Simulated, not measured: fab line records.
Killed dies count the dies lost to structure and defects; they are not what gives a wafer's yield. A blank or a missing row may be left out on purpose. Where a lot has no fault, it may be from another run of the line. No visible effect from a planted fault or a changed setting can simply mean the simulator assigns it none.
A struck lot beside a sound one | flow berkeley_cmos170 | 14 steps out of a route of 331
Sound: these wafers, L673.1, L673.3, L673.6. The struck wafers were L671.1, L671.3, L671.4. The cause is named last.
At each step with rows: each side's tool, then ch and its chambers, then its first start. Under that, the readings that differ: sound wafers | struck wafers | difference of the means | sigmas: that difference in standard deviations of wafers without a fault.
alike: readings with means less than 2 such deviations apart, plus words and numbers identical on both sides. not compared: withheld readings, readings lacking a value on some wafer, bounds such as >300 that could conceal the same value, and numbers that have no deviation in the record and whose values overlap.
A row with sigmas, a row that says differs or no value, or rows on one side alone: a step with any of these is where the two part. Numbers that don't overlap but have no deviation are shown without sigmas and don't part them. A reading missing from all wafers of one side parts the sides only when that side holds two or more wafers.

UCB170_M2_CD_MEAS_90: the cd target is 700 nm.
  sound on cd_sem-02, day 11 00:48; struck on cd_sem-02, day 10 22:57
  alike: cd_nm
UCB170_V2_CVD_00: deposits SiO2 from TEOS/O2, target thk 2000 nm, time 250 s.
  sound on pecvd-01 ch 0,1,2, day 11 00:55; struck on pecvd-03 ch 1,2, day 10 23:04
  alike: heater_power_w, pressure_mtorr, rf_fwd_power_W
UCB170_V2_THK_MEAS_01:
  sound on film_metro-02, day 11 01:05; struck on film_metro-02, day 10 23:14
  alike: V2_TEOS_THK
UCB170_V2_CMP_02: polishes SiO2.
  sound on cmp-02 ch 1,2,3, day 11 01:11; struck on cmp-02 ch 0,2,3, day 10 23:20
  alike: motor_current_A
UCB170_V2_BOW_MEAS_03:
  sound on film_metro-04, day 11 01:26; struck on film_metro-01, day 10 23:35
  alike: V2_BOW
UCB170_V2_THK_MEAS_04:
  sound on film_metro-04, day 11 01:34; struck on film_metro-01, day 10 23:43
  alike: V2_POLISHED_THK
then, 6 steps without rows for these wafers: UCB170_V2_CLEAN_05 (cleans in DIW); UCB170_V2_HMDS_06 (prime time 60 s); UCB170_V2_COAT_07 (resist thk 900 nm); UCB170_V2_SOFTBAKE_08 (time 60 s); UCB170_V2_EXPOSE_09 (exposes mask VIA2, target cd 700 nm); UCB170_V2_PEB_10.
UCB170_V2_DEVELOP_11: develop time 45 s.
  sound on litho_track-01 ch 0, day 11 03:00; struck on litho_track-01, day 11 02:00
  no value came back on the struck wafers for chill_plate_temp_C (C), develop_time_s (s); on the sound wafers chill_plate_temp_C (C) reads 23.06 22.94 23.02
  reading                             | sound             | struck            | difference | sigmas
  model.KrF_of_V2_COAT_07.thk_nm (nm) | 887.4 887.8 886.1 | 905.2 905.1 902.7 | +17.2      |
UCB170_V2_CD_MEAS_12: the cd target is 700 nm.
  sound on cd_sem-02, day 11 03:26; struck on cd_sem-02, day 11 02:26
  reading    | sound             | struck | difference                    | sigmas
  cd_nm (nm) | 700.7 700.2 700.4 | - - -  | no value on the struck wafers |

== WHERE THEY PART ==
Last at UCB170_V2_CD_MEAS_12 as far as this record goes, first at UCB170_V2_DEVELOP_11.

WHY: what had been put in by the simulator
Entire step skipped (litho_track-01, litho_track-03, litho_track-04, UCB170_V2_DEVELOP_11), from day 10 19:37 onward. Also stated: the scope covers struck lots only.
